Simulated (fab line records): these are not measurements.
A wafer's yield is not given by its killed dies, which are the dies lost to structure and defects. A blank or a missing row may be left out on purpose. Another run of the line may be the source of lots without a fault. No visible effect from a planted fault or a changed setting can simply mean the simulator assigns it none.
Split-lot experiment ; flow berkeley_cmos170 ; on a route of 331 steps: 5 lots, 23 wafers read

ABOUT THE SPLIT
At UCB170_GATE_CVD_04 (deposits poly-Si from SiH4, time 1440 s, target thk 214 nm), the setting pressure_mtorr was moved away from the recipe's 375 mTorr on 10 of the 23 wafers read, by +4.2% to +11.7%. The other wafers ran this setting at the recipe's value.

No step appears in the file between the split and the reading.

THE READING
GATE_POLY_THK in nanometres, read at UCB170_GATE_THK_MEAS_05. Fault-free wafers of this fab line usually give 212.9 nm, standard deviation 1.4 nm.

wafer;tool, chamber at the split;pressure_mtorr as run, mTorr;against the recipe;GATE_POLY_THK, nm;against lot-mates on the recipe
L074.3;lpcvd-02, 0;375;recipe;212.4;-
L074.4;lpcvd-02, 0;375;recipe;212.4;-
L074.5;lpcvd-02, 0;375;recipe;212.6;-
L076.1;-, -;375;recipe;212.3;-
L076.3;-, -;375;recipe;212.0;-
L076.4;-, -;375;recipe;210.1;-
L076.5;-, -;375;recipe;211.7;-
L076.6;-, -;375;recipe;212.0;-
L075.2;-, -;418.7;+11.7%;227.8;no lot-mate on the recipe
L075.3;-, -;418.7;+11.7%;227.9;no lot-mate on the recipe
L075.4;-, -;418.7;+11.7%;228.9;no lot-mate on the recipe
L075.5;-, -;418.7;+11.7%;227.1;no lot-mate on the recipe
L075.6;-, -;418.7;+11.7%;227.5;no lot-mate on the recipe
L078.1;-, -;390.9;+4.2%;219.5;no lot-mate on the recipe
L078.2;-, -;390.9;+4.2%;219.0;no lot-mate on the recipe
L078.3;-, -;390.9;+4.2%;217.7;no lot-mate on the recipe
L078.4;-, -;390.9;+4.2%;218.5;no lot-mate on the recipe
L078.5;-, -;390.9;+4.2%;219.1;no lot-mate on the recipe
L085.1;-, -;375;recipe;212.2;-
L085.3;-, -;375;recipe;211.6;-
L085.4;-, -;375;recipe;211.3;-
L085.5;-, -;375;recipe;212.6;-
L085.6;-, -;375;recipe;211.6;-

THE FIT
A straight line over all 23 wafers: GATE_POLY_THK changes by +1.38 nm for each +1% of pressure_mtorr; r = +0.99; the points scatter about the line by 0.8 nm.
Too few moved wafers with a lot-mate on the recipe to fit a line net of each lot's own level.

THE WHOLE CHAIN: every reading that the file lists as answering this split, in the file's order
step;what it does;reading;change (the file's fit);r (the file's)
UCB170_GATE_CVD_04;deposits poly-Si from SiH4, time 1440 s, target thk 214 nm;poly-Si_of_GATE_CVD_04.thk_nm (the simulator's own value, which no gauge read);+1.36 nm for each +1% of the setting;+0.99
UCB170_GATE_THK_MEAS_05;;GATE_POLY_THK;+1.37 for each +1% of the setting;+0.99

THE FILE'S OWN FIT
GATE_POLY_THK changes by +1.37 nm for each +1% of pressure_mtorr, r = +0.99.
